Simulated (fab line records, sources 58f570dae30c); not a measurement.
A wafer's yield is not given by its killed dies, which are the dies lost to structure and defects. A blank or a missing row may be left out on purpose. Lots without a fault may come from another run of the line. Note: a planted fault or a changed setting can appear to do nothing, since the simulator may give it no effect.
Which tool did it? + flow berkeley-cmos170 + route of 331 steps, sampled at 1 step: 6 lots, 18 wafers

WHAT EACH GAUGE READ, for each wafer
UCB170_V1_OVL_MEAS_13.
| lot  | measured     | on         | V1_OVL (nm) |
|------|--------------|------------|-------------|
| L945 | day 9 14:42  | overlay-02 | -7 -3 -6    |
| L947 | day 10 10:47 | overlay-01 | -6 -8 -12   |
| L959 | day 12 07:22 | overlay-01 | 2 11 2      |
| L961 | day 12 17:44 | overlay-02 | 1 -9 -6     |
| L960 | day 12 19:43 | overlay-01 | -5 2 -1     |
| L966 | day 13 21:40 | overlay-01 | -5 -2 2     |

TOOL THAT RAN EACH LOT (tool first, then ch and the chambers of the sampled wafers, then the start)
The record holds no process step before these readings.

THE ANSWER, worked out from the rows above alone
Rule: what is usual is taken from the lots themselves. Put in order of their means at a reading, lots are off if they are a third of the lots or fewer, leave a main group of 4 or more, and stand apart from it by a gap of 3 or more times the standard deviation of the main group's means; of several such gaps the widest counts. The tables above print the reading to a certain number of digits; a main group whose means all agree to those digits is not used. A lot without any number at a reading at which 4 lots or more have one is off too. Any other lot the step has rows for is counted as sound.
Across all readings shown, no lot is off: no conclusion can be drawn from this.

WHAT THE SIMULATOR HAD PUT IN
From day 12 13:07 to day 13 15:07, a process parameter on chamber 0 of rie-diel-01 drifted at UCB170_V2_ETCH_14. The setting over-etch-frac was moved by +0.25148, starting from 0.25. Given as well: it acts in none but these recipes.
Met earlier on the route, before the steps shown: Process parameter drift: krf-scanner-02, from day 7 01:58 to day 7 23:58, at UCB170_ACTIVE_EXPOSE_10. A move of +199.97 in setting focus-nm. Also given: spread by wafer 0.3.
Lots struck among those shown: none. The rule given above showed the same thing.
